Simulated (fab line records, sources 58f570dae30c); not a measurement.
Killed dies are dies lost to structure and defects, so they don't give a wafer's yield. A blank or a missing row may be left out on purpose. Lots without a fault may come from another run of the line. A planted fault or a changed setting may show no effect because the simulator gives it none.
A struck lot beside a sound one | flow berkeley_cmos170 | 36 steps out of a route of 331
Sound: wafers L714.2, L714.3, L714.4. Struck: wafers L703.2, L703.3, L703.5. The cause comes at the end.
At each step with rows: each side's tool, then ch and its chambers, then its first start. Under that, the readings that differ: sound wafers | struck wafers | difference of the means | sigmas: that difference in standard deviations of wafers without a fault.
alike: readings whose means differ by less than 2 such deviations, and words and numbers that are the same on both sides. not compared: withheld readings, readings that some wafer has no value for, bounds like >300 that may hide the same value, and numbers for which the record gives no deviation and whose values overlap.
The two part at a step that has a row with sigmas, a row that says differs or no value, or rows on one side only. Numbers that don't overlap but have no deviation are shown without sigmas and don't part them. A reading that every wafer of one side lacks parts them only if that side has two wafers or more.

first, 1 step without rows for these wafers: UCB170_SPACER_CVD_00 (deposits SiO2 from TEOS/O2, target thk 376 nm, time 47 s).
UCB170_SPACER_THK_MEAS_01:
  sound on film_metro-03, day 11 01:12; struck on film_metro-02, day 8 14:35
  alike: SPACER_TEOS_THK
then, 1 step without rows for these wafers: UCB170_SPACER_ANNEAL_02 (time 1800 s).
UCB170_SPACER_ETCHBACK_03: etches SiO2 in CHF3/CF4/Ar, stops on Si, target depth 376 nm, time 100 s.
  sound on rie_diel-04 ch 0,2,3, day 11 04:09; struck on rie_diel-03 ch 0,2,3, day 8 22:37
  alike: drypump_motor_current_A, mfc_ar_sccm, oes_product_au, throttle_valve_pct
  not compared: rf_hours_counter_h
then, 6 steps without rows for these wafers: UCB170_PSD_HMDS_00 (prime time 60 s); UCB170_PSD_COAT_01 (resist thk 900 nm); UCB170_PSD_SOFTBAKE_02 (time 60 s); UCB170_PSD_EXPOSE_03 (exposes mask PSELECT MOD, target cd 1200 nm); UCB170_PSD_PEB_04; UCB170_PSD_DEVELOP_05 (develop time 45 s).
UCB170_PSD_CD_MEAS_06: target cd 1200 nm.
  sound on cd_sem-01, day 11 05:41; struck on cd_sem-01, day 9 00:04
  alike: cd_nm
UCB170_PSD_OVL_MEAS_07:
  sound on overlay-02, day 11 05:48; struck on overlay-02, day 9 00:11
  alike: PSD_OVL
UCB170_PSD_IMPLANT_08:
  sound on implanter-03 ch 0, day 11 05:52; struck on implanter-01, day 9 00:14
  no value came back on the struck wafers for beam_energy_keV, beam_on_s (s), implant_ion_amu; on the sound wafers beam_energy_keV reads 20.000 20.003 20.006
UCB170_PSD_STRIP_09: strips in O2.
  sound on plasma_asher-04 ch 0,1, day 11 05:59; struck on plasma_asher-03 ch 1, day 9 00:22
  reading                      | sound             | struck            | difference | sigmas
  oes_product_au (a.u.)        | 0.604 0.610 0.603 | 0.734 0.729 0.734 | +0.127     | +29
  strip_time_to_endpoint_s (s) | 29.57 29.43 29.50 | 21.56 21.54 21.58 | -7.94      | -95
  alike: drypump_motor_current_A
  not compared: rf_hours_counter_h
UCB170_PSD_TW_MEAS_10:
  sound on film_metro-04, day 11 06:05; struck on film_metro-01, day 9 00:28
  reading | sound          | struck   | difference | sigmas
  PSD_TW  | 2343 2332 2337 | 30 30 30 | -2307      | -99 or more
then, 7 steps without rows for these wafers: UCB170_PSD_CLEAN_11 (cleans in SPM, time 600 s); UCB170_NSD_HMDS_00 (prime time 60 s); UCB170_NSD_COAT_01 (resist thk 900 nm); UCB170_NSD_SOFTBAKE_02 (time 60 s); UCB170_NSD_EXPOSE_03 (exposes mask NSELECT MOD, target cd 1200 nm); UCB170_NSD_PEB_04; UCB170_NSD_DEVELOP_05 (develop time 45 s).
UCB170_NSD_CD_MEAS_06: target cd 1200 nm.
  sound on cd_sem-02, day 11 08:20; struck on cd_sem-02, day 9 01:50
  alike: cd_nm
UCB170_NSD_OVL_MEAS_07:
  sound on overlay-02, day 11 08:26; struck on overlay-02, day 9 01:56
  alike: NSD_OVL
then, 1 step without rows for these wafers: UCB170_NSD_IMPLANT_08.
UCB170_NSD_STRIP_09: strips in O2.
  sound on plasma_asher-04 ch 0,1, day 11 08:37; struck on plasma_asher-04 ch 0, day 9 02:07
  alike: drypump_motor_current_A, oes_product_au, strip_time_to_endpoint_s
  not compared: rf_hours_counter_h
UCB170_NSD_TW_MEAS_10:
  sound on film_metro-03, day 11 08:44; struck on film_metro-04, day 9 02:14
  alike: NSD_TW
then, 4 steps without rows for these wafers: UCB170_NSD_CLEAN_11 (cleans in SPM, time 600 s); UCB170_BACKSIDE_HMDS_00 (prime time 60 s); UCB170_BACKSIDE_COAT_01 (resist thk 900 nm); UCB170_BACKSIDE_SOFTBAKE_02 (time 60 s).
UCB170_BACKSIDE_STRIP_03: strips in O2.
  sound on plasma_asher-04 ch 0,1, day 11 09:46; struck on plasma_asher-01 ch 0,1, day 9 02:58
  alike: drypump_motor_current_A, oes_product_au, strip_time_to_endpoint_s
  not compared: rf_hours_counter_h
then, 1 step without rows for these wafers: UCB170_BACKSIDE_CLEAN_04 (cleans in SPM, time 600 s).
UCB170_SDANNEAL_RTA_00: time 10 s.
  sound on rtp_anneal-02 ch 0, day 11 10:04; struck on rtp_anneal-02 ch 0, day 9 03:15
  alike: lamp_power_pct, wafer_temp_C_max
UCB170_SDANNEAL_RTA_01: time 5 s.
  sound on rtp_anneal-02 ch 0, day 11 10:08; struck on rtp_anneal-02 ch 0, day 9 03:19
  alike: lamp_power_pct, wafer_temp_C_max
UCB170_SDANNEAL_RS_MEAS_02: measures by four-point-probe.
  sound on film_metro-04, day 11 10:11; struck on film_metro-01, day 9 03:23
  reading         | sound          | struck            | difference | sigmas
  PSD_RS (ohm/sq) | 75.2 75.6 75.5 | 132.8 132.7 132.9 | +57.4      | +99 or more

WHERE THEY PART
First at UCB170_PSD_IMPLANT_08; last, within this record, at UCB170_SDANNEAL_RS_MEAS_02.

WHY: what the simulator had put in
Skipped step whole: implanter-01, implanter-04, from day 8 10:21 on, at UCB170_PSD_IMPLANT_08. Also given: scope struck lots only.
